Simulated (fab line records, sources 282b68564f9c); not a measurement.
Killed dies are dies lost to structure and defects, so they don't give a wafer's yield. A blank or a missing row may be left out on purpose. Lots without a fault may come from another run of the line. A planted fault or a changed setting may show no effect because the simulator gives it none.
A struck lot beside a sound one | flow rit_cmos | 14 steps out of a route of 202
Sound: wafers L677.1, L677.4, L677.6. Struck: wafer L684.3. (L684.1, L684.2 of the same lot were not struck and are left out.) The cause comes at the end.
At each step with rows: each side's tool, then ch and its chambers, then its first start. Under that, the readings that differ: sound wafers | struck wafers | difference of the means | sigmas: that difference in standard deviations of wafers without a fault.
alike: readings whose means differ by less than 2 such deviations, and words and numbers that are the same on both sides. not compared: withheld readings, readings that some wafer has no value for, bounds like >300 that may hide the same value, and numbers for which the record gives no deviation and whose values overlap.
The two part at a step that has a row with sigmas, a row that says differs or no value, or rows on one side only. Numbers that don't overlap but have no deviation are shown without sigmas and don't part them. A reading that every wafer of one side lacks parts them only if that side has two wafers or more.

RIT_SILICIDE_RTA_06: time 10 s, ramp up 5 s, ramp down 10 s.
  sound on rtp_anneal-02 ch 0, day 5 15:47; struck on rtp_anneal-01 ch 0, day 7 01:08
  alike: chamber_o2_ppm, wafer_temp_C_max
RIT_CONTACT_CVD_00: deposits SiO2 from TEOS, target thk 400 nm, time 61 s.
  sound on pecvd-01 ch 0,1,2, day 5 15:51; struck on pecvd-04 ch 1, day 7 01:12
  alike: heater_power_w
RIT_CONTACT_THK_MEAS_01:
  sound on film_metro-03, day 5 15:55; struck on film_metro-03, day 7 01:15
  alike: CONTACT_TEOS_THK
then, 6 steps without rows for these wafers: RIT_CONTACT_HMDS_02 (prime time 60 s); RIT_CONTACT_COAT_03 (resist thk 1000 nm); RIT_CONTACT_SOFTBAKE_04 (time 60 s); RIT_CONTACT_EXPOSE_05 (exposes mask M11, target cd 1000 nm); RIT_CONTACT_PEB_06; RIT_CONTACT_DEVELOP_07 (develop time 120 s).
RIT_CONTACT_CD_MEAS_08: target cd 1000 nm.
  sound on cd_sem-01, day 5 16:56; struck on cd_sem-02, day 7 02:25
  alike: cd_nm
RIT_CONTACT_OVL_MEAS_09:
  sound on overlay-02, day 5 17:03; struck on overlay-02, day 7 02:32
  alike: CONTACT_OVL
then, 1 step without rows for these wafers: RIT_CONTACT_HARDBAKE_10 (time 60 s).
RIT_CONTACT_ETCH_11: etches SiO2 in CHF3/CF4/Ar, stops on TiSi2, target depth 480 nm, time 320 s.
  sound on rie_diel-02 ch 1,3, day 5 17:14; struck on rie_diel-02 ch 3, day 7 02:43
  reading                                      | sound             | struck | difference | sigmas
  O2_flow_sccm (sccm)                          | 4.953 4.984 4.970 | 5.002  | +0.033     | +2
  drypump_motor_current_A (A)                  | 5.31 6.01 5.32    | 6.03   | +0.48      | +2
  oes_product_au (a.u.)                        | 0.988 0.974 0.981 | 0.951  | -0.030     | -3
  throttle_valve_pct (%)                       | 9.11 8.62 9.10    | 8.62   | -0.32      | -2
  model.etch.depth_nm (nm)                     | 395.4 410 404.8   | 271.1  | -132.3     |
  model.CONTACT.feature_depth_nm (nm)          | 395.4 410 404.8   | 271.1  | -132.3     |
  model.NOVOLAK_of_CONTACT_COAT_03.thk_nm (nm) | 767.2 767.5 769.8 | 817.5  | +49.3      |
  not compared: rf_hours_counter_h
RIT_CONTACT_STRIP_12: strips in O2, time 180 s.
  sound on plasma_asher-04 ch 0,1, day 5 17:26; struck on plasma_asher-02 ch 0, day 7 02:55
  alike: drypump_motor_current_A
  not compared: rf_hours_counter_h

WHERE THEY PART
Only at RIT_CONTACT_ETCH_11, within this record. Later steps at which nothing parts them and some readings are alike: RIT_CONTACT_STRIP_12.

WHY: what the simulator had put in
Process parameter drift: rie_diel-02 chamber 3, from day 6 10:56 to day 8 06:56, at RIT_CONTACT_ETCH_11. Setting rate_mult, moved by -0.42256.
